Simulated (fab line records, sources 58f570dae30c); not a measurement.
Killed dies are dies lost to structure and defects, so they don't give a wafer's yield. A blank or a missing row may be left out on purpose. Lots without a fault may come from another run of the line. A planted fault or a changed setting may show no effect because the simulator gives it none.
Problem report in the 8D (eight disciplines) form, filled by code | flow berkeley_cmos170 | the parts of the form that need people (team, actions taken, sign-off) are left out

1. THE PROBLEM
prime_temp_c at UCB170_M2_HMDS_04 reads a mean of 95.30 C on 6 wafers of 2 lots; wafers without a fault read 99.99 C with a standard deviation of 0.14. That is -34 standard deviations from the usual mean.
The step: prime time 60 s.
First seen on wafer L900.1, day 9 08:31, on litho_track-02. The record holds 33 wafers of 11 lots with a number at this step. Rule for "out", or "out of limits": more than 4 standard deviations from the usual mean. The other wafers with a number count as sound.

2. WHAT IT IS AND WHAT IT IS NOT
question                    | is                     | is not
which readings at this step | prime_temp_c           | exhaust_pa
which lots                  | L900, L903             | L890, L891, L892, L905, L907, L909, L910, L912, L913
which wafers of those lots  | all that have a number | -
read on which tools         | litho_track-02         | litho_track-01, litho_track-04
when                        | from day 9 08:31       | up to then (9 sound wafers); but 18 sound wafers of L905, L907, L909, L910, L912, L913 came after

3. SUSPECTS, AND WHAT RULES EACH OUT
Counting: a tool at a process step up to the reading stays a suspect if it ran every lot that is out and no sound lot after the first of them.
- plasma_asher-04 at UCB170_PWELL_STRIP_16 (strips in O2): ruled out as a lasting fault. Sound lots L905, L909, L910, L913 ran on it after its first lot that is out, L900 (day 5 02:48).
- litho_track-02 at UCB170_M2_HMDS_04 (prime time 60 s): kept. It ran every lot that is out, first L900 (day 9 08:31), and no sound lot after that; its last sound lot up to then is L892 (day 7 10:37). Its own readings are out on those wafers: prime_temp_c.
Left after counting: litho_track-02 at UCB170_M2_HMDS_04.

4. THE CAUSE (what the simulator had put in)
Process parameter drift: litho_track-02, from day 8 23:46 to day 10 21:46, at UCB170_M2_HMDS_04. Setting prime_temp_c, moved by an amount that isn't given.
Counting left only this tool.

5. THE CHAIN OF EFFECTS, in route order
Each row: a reading whose mean over the struck wafers that have a number lies more than 3 standard deviations from the usual. Only readings for which the record gives a usual standard deviation are gone through. hours: the time from each lot's start at the first step in this table that gives one to its start at this step, as a median over the lots. sigmas: the change in usual standard deviations.
hours | step              | reading      | usual   | on struck wafers | change | sigmas
0     | UCB170_M2_HMDS_04 | prime_temp_c | 99.99 C | 95.30            | -4.69  | -34
The process steps in it:
- UCB170_M2_HMDS_04: prime time 60 s.
Later measuring or inspecting steps at which every struck wafer that the step has a row for has a number for every such reading, and none has moved that far: UCB170_M3_BOW_MEAS_20.

6. WHAT WOULD HAVE CAUGHT IT SOONER
In this record the first reading out of limits was taken at day 9 08:31, 9 hours after the fault began at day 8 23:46.
